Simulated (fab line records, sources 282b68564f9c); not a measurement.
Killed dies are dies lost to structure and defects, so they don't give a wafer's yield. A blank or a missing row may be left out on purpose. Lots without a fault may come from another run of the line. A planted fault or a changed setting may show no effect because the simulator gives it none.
One fault seen from 2 desks | flow rit_cmos | each desk has only its own numbers; what lay behind them comes last

THE TOOL OWNER'S DESK: pvd_sputter-03
The tool's own readings at RIT_M1_SPUTTER_00 (material Al, target thk 400 nm, time 500 s): means of the sampled wafers that have a number, for each lot that ran on this tool. A lot is out of limits, marked OUT, if its mean lies more than 4 standard deviations from the usual mean; the brackets give that distance.
Columns: A = substrate_temp_c at RIT_M1_SPUTTER_00, usual 25.01 C; B = throttle_valve_pct at RIT_M1_SPUTTER_00, usual 30.3 %
lot  | first seen here | A     | B
L264 | day 3 05:50     | 25.15 | 29.9
L266 | day 3 14:37     | 25.00 | 29.4
L268 | day 4 02:05     | 25.00 | 30.1
L280 | day 6 13:38     | 24.99 | 30.1
L282 | day 6 23:52     | 25.13 | 30.4
This desk's finding: nothing out of limits on any of the 5 lots.

THE METROLOGY DESK
What the gauges read, lot by lot, whatever tool the lot ran on: means of the sampled wafers that have a number. A lot is out of limits, marked OUT, if its mean lies more than 4 standard deviations from the usual mean; the brackets give that distance.
Columns: A = M1_AL_RS at RIT_M1_RS_MEAS_01, usual 0.0736 ohm/sq; B = M1_AL_THK at RIT_M1_THK_MEAS_02, usual 389 nm
lot  | first seen here | A                 | B
L264 | day 3 06:10     | 0.0746            | 385
L265 | day 3 10:16     | 0.0737            | 387
L266 | day 3 14:55     | 0.0746            | 383
L267 | day 3 20:00     | 0.0734            | 388
L268 | day 4 02:25     | 0.0742            | 389
L269 | day 4 06:44     | 0.0726            | 393
L270 | day 4 11:16     | 0.0735            | 391
L271 | day 4 15:37     | 0.0742            | 388
L272 | day 4 22:49     | 0.0728            | 393
L274 | day 5 06:29     | 0.0724            | 395
L276 | day 5 19:53     | 0.0723            | 396
L280 | day 6 13:56     | 0.0691 (-5.3) OUT | 418 (+6.0) OUT
L282 | day 7 00:13     | 0.0701 (-4.1) OUT | 411 (+4.5) OUT
L287 | day 7 23:36     | 0.0726            | 394
This desk's finding: out of limits on L280, L282; first on L280, day 6 13:56 (M1_AL_RS at RIT_M1_RS_MEAS_01). In limits: L264, L265, L266, L267, L268, L269, L270, L271, L272, L274, L276, L287.

PUT TOGETHER
The metrology desk could have raised an alarm at day 6 13:56, on L280, L282.
The tool owner's desk saw nothing out of limits.
The tool owner's desk has L280, L282 on record, within its limits.
Of the lots named, all ran RIT_M1_SPUTTER_00 on pvd_sputter-03.

WHAT THE SIMULATOR HAD PUT IN
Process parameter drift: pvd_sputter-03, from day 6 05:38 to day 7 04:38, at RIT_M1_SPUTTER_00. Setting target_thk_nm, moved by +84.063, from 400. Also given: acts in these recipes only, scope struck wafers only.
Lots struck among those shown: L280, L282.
Hours from the fault's start to each desk's first reading out of limits: the metrology desk, 8.
